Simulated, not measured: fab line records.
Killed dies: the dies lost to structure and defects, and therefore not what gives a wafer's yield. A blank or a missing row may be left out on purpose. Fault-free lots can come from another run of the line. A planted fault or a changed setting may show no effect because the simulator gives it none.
Which of the tools did it? + flow rit_cmos + 14 lots, 42 wafers sampled, at 5 steps of a route of 202

## WHAT THE GAUGES READ, wafer by wafer
RIT_NWELL_TW_MEAS_10. Usual: NWELL_TW typically reads 2147, with standard deviation 12.
| lot  | measured    | on            | NWELL_TW       | flag |
|------|-------------|---------------|----------------|------|
| L548 | day 1 22:36 | film_metro-03 | 2149 2130 2156 |      |
| L549 | day 2 02:07 | film_metro-01 | 2159 2162 2164 |      |
| L550 | day 2 08:34 | film_metro-01 | 2148 2162 2164 |      |
| L551 | day 2 13:21 | film_metro-01 | 2156 2156 2176 |      |
| L552 | day 2 17:52 | film_metro-03 | 2149 2145 2151 |      |
| L554 | day 3 02:47 | film_metro-02 | 2134 2134 2136 |      |
| L555 | day 3 09:01 | film_metro-02 | 2134 2149 2149 |      |
| L556 | day 3 13:28 | film_metro-01 | 2137 2115 2137 |      |
| L557 | day 3 18:51 | film_metro-01 | 2133 2128 2112 |      |
| L558 | day 3 23:02 | film_metro-01 | 2122 2140 2132 |      |
| L560 | day 4 09:13 | film_metro-02 | 2142 2136 2160 |      |
| L564 | day 5 04:52 | film_metro-02 | 2150 2138 2142 |      |
| L569 | day 6 05:53 | film_metro-03 | 2156 2157 2153 |      |
| L570 | day 6 10:59 | film_metro-03 | 2167 2135 2159 |      |

RIT_WELLDRIVE_RS_MEAS_01: uses a four-point probe to measure. Usual: NWELL_RS typically reads 271.6 ohm/sq, with standard deviation 0.67.
| lot  | measured    | on            | NWELL_RS (ohm/sq) | flag |
|------|-------------|---------------|-------------------|------|
| L548 | day 2 06:01 | film_metro-02 | 272.2 271.8 271.9 |      |
| L549 | day 2 09:10 | film_metro-03 | 271.4 271.8 272.4 |      |
| L550 | day 2 15:15 | film_metro-02 | 271.0 271.2 271.2 |      |
| L551 | day 2 20:03 | film_metro-01 | 271.9 271.5 271.5 |      |
| L552 | day 3 01:44 | film_metro-02 | 272.5 272.2 271.7 |      |
| L554 | day 3 09:49 | film_metro-03 | 272.3 272.0 272.1 |      |
| L555 | day 3 15:55 | film_metro-01 | 271.8 270.9 272.3 |      |
| L556 | day 3 20:13 | film_metro-02 | 271.0 271.0 271.0 |      |
| L557 | day 4 01:32 | film_metro-02 | 270.9 270.5 272.1 |      |
| L558 | day 4 05:55 | film_metro-02 | 272.2 270.8 269.9 |      |
| L560 | day 4 15:55 | film_metro-02 | 271.6 271.2 270.9 |      |
| L564 | day 5 12:25 | film_metro-03 | 269.9 270.0 270.0 |      |
| L569 | day 6 13:32 | film_metro-02 | 270.9 270.6 271.9 |      |
| L570 | day 6 17:41 | film_metro-03 | 271.7 271.9 270.9 |      |

RIT_GATE_THK_MEAS_09. Usual: GATE_POLY_THK typically reads 249.7 nm, with standard deviation 2.4.
| lot  | measured    | on            | GATE_POLY_THK (nm) | flag |
|------|-------------|---------------|--------------------|------|
| L548 | day 2 12:52 | film_metro-01 | 249.3 249.7 249.6  |      |
| L549 | day 2 15:59 | film_metro-01 | 251.8 252.5 253.5  |      |
| L550 | day 2 23:03 | film_metro-03 | 248.8 249.2 249.1  |      |
| L551 | day 3 03:09 | film_metro-01 | 249.3 250.4 249.2  |      |
| L552 | day 3 09:41 | film_metro-01 | 246.2 247.6 247.8  |      |
| L554 | day 3 17:04 | film_metro-01 | 248.3 245.8 247.1  |      |
| L555 | day 3 23:13 | film_metro-04 | 246.0 246.5 247.3  |      |
| L556 | day 4 03:10 | film_metro-01 | 249.0 247.7 251.9  |      |
| L557 | day 4 09:47 | film_metro-03 | 249.9 249.6 250.9  |      |
| L558 | day 4 13:12 | film_metro-01 | 247.9 248.1 246.1  |      |
| L560 | day 4 23:22 | film_metro-03 | 247.5 246.6 248.3  |      |
| L564 | day 5 19:32 | film_metro-03 | 251.2 250.4 251.0  |      |
| L569 | day 6 21:11 | film_metro-01 | 251.1 253.4 250.7  |      |
| L570 | day 7 03:36 | film_metro-04 | 248.7 249.5 250.3  |      |

RIT_SDANNEAL_RS_MEAS_06: uses a four-point probe to measure. Usual: PLDD_RS typically reads 178.8 ohm/sq, with standard deviation 0.47.
| lot  | measured    | on            | PLDD_RS (ohm/sq)  | flag |
|------|-------------|---------------|-------------------|------|
| L548 | day 3 03:04 | film_metro-03 | 179.0 179.0 179.5 |      |
| L549 | day 3 06:04 | film_metro-02 | 177.8 178.0 178.2 |      |
| L550 | day 3 13:13 | film_metro-03 | 178.6 178.9 178.7 |      |
| L551 | day 3 17:21 | film_metro-02 | 179.5 179.5 179.6 |      |
| L552 | day 3 23:47 | film_metro-03 | 178.5 178.8 178.5 |      |
| L554 | day 4 06:53 | film_metro-02 | 179.4 178.3 179.0 |      |
| L555 | day 4 13:14 | film_metro-03 | 178.6 178.9 178.5 |      |
| L556 | day 4 17:17 | film_metro-03 | 178.7 179.1 179.1 |      |
| L557 | day 4 23:29 | film_metro-04 | 178.0 177.8 178.0 |      |
| L558 | day 5 03:50 | film_metro-02 | 178.5 179.2 179.1 |      |
| L560 | day 5 13:30 | film_metro-03 | 178.7 178.4 178.8 |      |
| L564 | day 6 09:26 | film_metro-02 | 179.2 179.4 179.5 |      |
| L569 | day 7 12:37 | film_metro-03 | 180.6 180.5 180.0 | OFF  |
| L570 | day 7 17:43 | film_metro-02 | 180.8 180.5 180.1 | OFF  |

## EACH LOT AND THE TOOL THAT RAN IT (in order: tool; ch and the chambers of the sampled wafers; start)
| lot  | RIT_PLDD_IMPLANT_08            |
|------|--------------------------------|
| L548 | implanter-03 ch 0, day 2 20:20 |
| L549 | implanter-02 ch 0, day 2 23:26 |
| L550 | implanter-03 ch 0, day 3 06:40 |
| L551 | implanter-03 ch 0, day 3 10:39 |
| L552 | implanter-03 ch 0, day 3 17:07 |
| L554 | implanter-03 ch 0, day 4 00:16 |
| L555 | implanter-02 ch 0, day 4 06:43 |
| L556 | implanter-02 ch 0, day 4 10:35 |
| L557 | implanter-03 ch 0, day 4 16:58 |
| L558 | implanter-02 ch 0, day 4 20:40 |
| L560 | implanter-02 ch 0, day 5 06:32 |
| L564 | implanter-02 ch 0, day 6 03:01 |
| L569 | implanter-03 ch 0, day 7 06:00 |
| L570 | implanter-03 ch 0, day 7 11:05 |
- RIT_PLDD_IMPLANT_08

## AS READ BY THE TOOLS THEMSELVES (means over the sampled wafers that have a number; for cases with no such wafer, the mark the record gives instead)
RIT_PLDD_IMPLANT_08. Usual: beam_energy_keV at 20.001, with a standard deviation of 0.0062.
| lot  | tool         | beam_energy_keV | flag |
|------|--------------|-----------------|------|
| L548 | implanter-03 | 19.999          |      |
| L549 | implanter-02 | 19.997          |      |
| L550 | implanter-03 | 20.002          |      |
| L551 | implanter-03 | 19.995          |      |
| L552 | implanter-03 | 20.010          |      |
| L554 | implanter-03 | 19.994          |      |
| L555 | implanter-02 | 19.999          |      |
| L556 | implanter-02 | 19.998          |      |
| L557 | implanter-03 | 19.994          |      |
| L558 | implanter-02 | 20.003          |      |
| L560 | implanter-02 | 20.001          |      |
| L564 | implanter-02 | 19.996          |      |
| L569 | implanter-03 | 19.558          | OFF  |
| L570 | implanter-03 | 19.557          | OFF  |

## THE ANSWER, worked out from the rows above alone
Rule: a lot is off if the mean of its wafers that have a number lies more than 3 standard deviations from the usual mean. A lot without any number at a reading at which 4 lots or more have one is off too. The other lots that the step has rows for count as sound. The gauges are gone through in route order, then the tools' own readings, and for those a lot's mean is taken as printed above. At the first step where some lot is off, the reading lying furthest off is the one used; lots without a number count as furthest.
Off: at RIT_SDANNEAL_RS_MEAS_06 (PLDD_RS), L569, L570.
If a tool, at a process step before that reading, ran all the lots that are off and no sound lot after the first of them, it fits. The gauges at RIT_SDANNEAL_RS_MEAS_06 aren't tried: what is off there is off at RIT_PLDD_IMPLANT_08 too, on other tools, and a gauge's error can't cause that. One fits: implanter-03 at RIT_PLDD_IMPLANT_08. A fault onset in the window from L557 (day 4 16:58, its last sound lot) to L569 (day 7 06:00, its first lot off) fits.
The tool's own readings at RIT_PLDD_IMPLANT_08 bear it out: on the lots that are off they differ by more than 5 times the standard deviation of the sound lots' means. beam_energy_keV reads 19.557 there against 19.999 on the sound lots.

## WHAT THE SIMULATOR PUT IN
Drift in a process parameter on implanter-03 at RIT_PLDD_IMPLANT_08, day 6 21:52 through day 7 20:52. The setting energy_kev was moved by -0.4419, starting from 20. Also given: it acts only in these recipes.
Shown lots that were struck: L569, L570. The rule above reached the same finding.
